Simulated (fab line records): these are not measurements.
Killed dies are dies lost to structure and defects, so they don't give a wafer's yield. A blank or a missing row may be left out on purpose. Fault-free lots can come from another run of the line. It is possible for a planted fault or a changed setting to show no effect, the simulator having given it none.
One fault through the eyes of 2 desks || flow rit_cmos || every desk sees just its own numbers, and what lay behind them comes last

## METROLOGY DESK
What the gauges read, lot by lot, whatever tool the lot ran on: means of the sampled wafers that have a number. Any lot whose mean is over 4 standard deviations away from the usual mean is out of limits and marked OUT; that distance is given in the brackets.
Columns: A = NWELL_OVL at RIT_NWELL_OVL_MEAS_06, usual 0.4 nm; B = PWELL_TW at RIT_PWELL_TW_MEAS_10, usual 937
{"lot": "L307", "first seen here": "day 2 01:15", "A": -0.3, "B": 944}
{"lot": "L308", "first seen here": "day 2 06:08", "A": 0.5, "B": 929}
{"lot": "L310", "first seen here": "day 2 17:31", "A": 1.9, "B": 932}
{"lot": "L311", "first seen here": "day 2 23:41", "A": 0.6, "B": 943}
{"lot": "L316", "first seen here": "day 4 00:45", "A": 1.2, "B": 933}
{"lot": "L317", "first seen here": "day 4 05:20", "A": 1.2, "B": 927}
{"lot": "L320", "first seen here": "day 4 19:52", "A": 1.7, "B": 946}
{"lot": "L321", "first seen here": "day 5 01:31", "A": 1.9, "B": 950}
{"lot": "L322", "first seen here": "day 5 05:11", "A": -1.1, "B": 946}
{"lot": "L323", "first seen here": "day 5 09:21", "A": 1.9, "B": 932}
{"lot": "L324", "first seen here": "day 5 14:56", "A": 2.9, "B": 932}
{"lot": "L325", "first seen here": "day 5 19:58", "A": -0.0, "B": 927}
{"lot": "L326", "first seen here": "day 6 01:01", "A": -1.4, "B": 933}
{"lot": "L328", "first seen here": "day 6 11:26", "A": 1.5, "B": 933}
Finding of this desk: none of the 14 lots has anything out of limits.

## DESK OF THE TOOL OWNER: furnace-02
The tool's own readings at RIT_FOX2_OXIDATION_00 (target thk 350.7 nm, ox time 1130 s): means of the sampled wafers that have a number, for each lot that ran on this tool. Any lot whose mean is over 4 standard deviations away from the usual mean is out of limits and marked OUT; that distance is given in the brackets.
Columns: A = ox_temp_c at RIT_FOX2_OXIDATION_00, usual 1099.9 C; B = ox_temp_c_max at RIT_FOX2_OXIDATION_00, usual 1104.3; C = spike_tc_source_C at RIT_FOX2_OXIDATION_00, usual 1124.9 C
{"lot": "L308", "first seen here": "day 2 03:00", "A": 1100.6, "B": 1105.4, "C": 1125.2}
{"lot": "L322", "first seen here": "day 5 01:58", "A": 1100.2, "B": 1104.4, "C": 1125.9}
{"lot": "L325", "first seen here": "day 5 16:49", "A": 1100.1, "B": 1104.3, "C": 1126.6}
{"lot": "L328", "first seen here": "day 6 08:04", "A": 1099.7, "B": 1104.0, "C": 1125.9}
Finding of this desk: none of the 4 lots has anything out of limits.

## BROUGHT TOGETHER
At the metrology desk, nothing out of limits was observed.
Nothing out of limits was seen by the tool owner's desk.

## WHAT THE SIMULATOR PUT IN
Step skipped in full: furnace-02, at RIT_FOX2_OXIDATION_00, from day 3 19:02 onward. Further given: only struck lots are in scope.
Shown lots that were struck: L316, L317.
